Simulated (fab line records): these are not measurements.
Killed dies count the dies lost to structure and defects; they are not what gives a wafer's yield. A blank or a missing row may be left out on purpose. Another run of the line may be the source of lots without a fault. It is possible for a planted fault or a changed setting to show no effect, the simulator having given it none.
Matching of chambers ; flow berkeley-cmos170 ; UCB170_M2_ETCH_17 on rie-diel-03 has 4 sister chambers
The step etches BARC in N2/H2. 4 wafers are shown with their chamber, then 7 later ones without.

== WAFERS PAIRED WITH THEIR CHAMBERS ==
wafer;chamber;throttle-valve-pct (%)
L246.5;2;13.50
L249.5;0;13.27
L251.1;3;13.41
L251.4;1;13.39

== WAFERS WITHOUT THEIR CHAMBER ==
wafer;throttle-valve-pct (%)
L251.5;13.39
L254.2;13.42
L254.3;13.49
L254.6;13.50
L260.1;13.26
L260.4;13.40
L260.5;13.28

== WHICH CHAMBER EACH ONE RAN IN ==
wafer;from the rows above;in truth
L251.5;1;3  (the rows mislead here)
L254.2;3;3
L254.3;2;2
L254.6;2;2
L260.1;0;0
L260.4;can't be placed: 1 or 3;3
L260.5;0;0
Placed correctly: 5 of 7. Can't be placed from these rows: 1 (the true chamber is among the candidates in 1). 1 placed wrongly.
How it was worked out, from the rows above alone: a wafer's distance from a chamber is the root of the sum, over the readings, of the square of ((its reading less the chamber's mean) divided by the reading's scatter). The wafer belongs to the nearest chamber; if the next one is less than 2 further off, it can't be placed. Each chamber's mean is taken over the wafers shown for it. The scatter: with one shown wafer a chamber, the root of the mean of the squares of how far each hidden wafer lies from its nearest shown one.
